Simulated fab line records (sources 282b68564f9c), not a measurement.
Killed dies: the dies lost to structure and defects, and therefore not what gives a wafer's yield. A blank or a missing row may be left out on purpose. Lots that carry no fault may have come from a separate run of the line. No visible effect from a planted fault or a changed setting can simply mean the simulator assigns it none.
A struck lot beside a sound one | flow rit cmos | 15 out of 202 route steps
Sound: wafers L972.2, L972.4, L972.5. Wafers L978.1, L978.3, L978.6 were the ones struck. The cause is given at the end.
At each step with rows: each side's tool, then ch and its chambers, then its first start. Under that, the readings that differ: sound wafers | struck wafers | difference of the means | sigmas: that difference in standard deviations of wafers without a fault.
alike: same words and numbers on both sides, and readings whose means sit less than 2 such deviations apart. not compared: any withheld reading, any reading some wafer has no value for, any bound like >300 that may hide the same value, and any number with overlapping values for which the record gives no deviation.
Wherever a step has rows on one side only, a row that says differs or no value, or a row with sigmas, the two part there. Non-overlapping numbers with no deviation appear without sigmas and do not part them. Lack of a reading on every wafer of one side parts them only where that side has two or more wafers.

RIT_SPACER_ETCHBACK_05: etches Si3N4 in SF6/CHF3, stops on SiO2, target depth 250 nm, time 240 s.
  sound on rie diel-02 ch 0,1,2, day 4 18:31; struck on rie diel-03 ch 0,2,3, day 5 21:37
  alike: drypump motor current A, oes product au, throttle valve pct
  not compared: rf hours counter h
then, 6 steps without rows for these wafers: RIT_NSD_HMDS_00 (prime time 60 s); RIT_NSD_COAT_01 (resist thk 1000 nm); RIT_NSD_SOFTBAKE_02 (time 60 s); RIT_NSD_EXPOSE_03 (exposes mask M9, target cd 40700 nm); RIT_NSD_PEB_04; RIT_NSD_DEVELOP_05 (develop time 50 s).
RIT_NSD_OVL_MEAS_06:
  sound: overlay-02 at day 4 19:31; struck: overlay-02 at day 5 22:44
  reading      | sound         | struck         | difference | sigmas
  NSD_OVL (nm) | 1.6 -1.1 -0.1 | -0.9 -2.8 -3.4 | -2.5       | -2
then, 2 steps without rows for these wafers: RIT_NSD_HARDBAKE_07 (time 60 s); RIT_NSD_IMPLANT_08.
RIT_NSD_STRIP_09: strips in O2, time 180 s.
  sound on plasma asher-01 ch 0,1, day 4 19:50; struck on plasma asher-01 ch 0,1, day 5 23:04
  alike: drypump motor current A
  not compared: rf hours counter h
RIT_NSD_TW_MEAS_10:
  sound: film metro-02 at day 4 20:02; struck: film metro-04 at day 5 23:14
  alike: NSD_TW
RIT_PSD_HMDS_00: prime time 60 s.
  sound on litho track-04 ch 0, day 4 20:06; struck on litho track-04 ch 0, day 5 23:18
  reading          | sound                | struck               | difference | sigmas
  prime temp c (C) | 140.02 140.19 139.98 | 143.32 143.44 143.31 | +3.29      | +24
then, 1 step without rows for these wafers: RIT_PSD_COAT_01 (resist thk 1000 nm).
RIT_M1_PROBE_99:
  sound: prober-01 at day 5 05:32; struck: prober-01 at day 6 08:23
  alike: killed at contacts, killed at front end, killed dies, killed open, killed short

## WHERE THEY PART
At RIT_NSD_OVL_MEAS_06 first; at RIT_PSD_HMDS_00 last (within this record only). Later steps at which nothing parts them and some readings are alike: RIT_M1_PROBE_99.

WHY: whatever the simulator had introduced
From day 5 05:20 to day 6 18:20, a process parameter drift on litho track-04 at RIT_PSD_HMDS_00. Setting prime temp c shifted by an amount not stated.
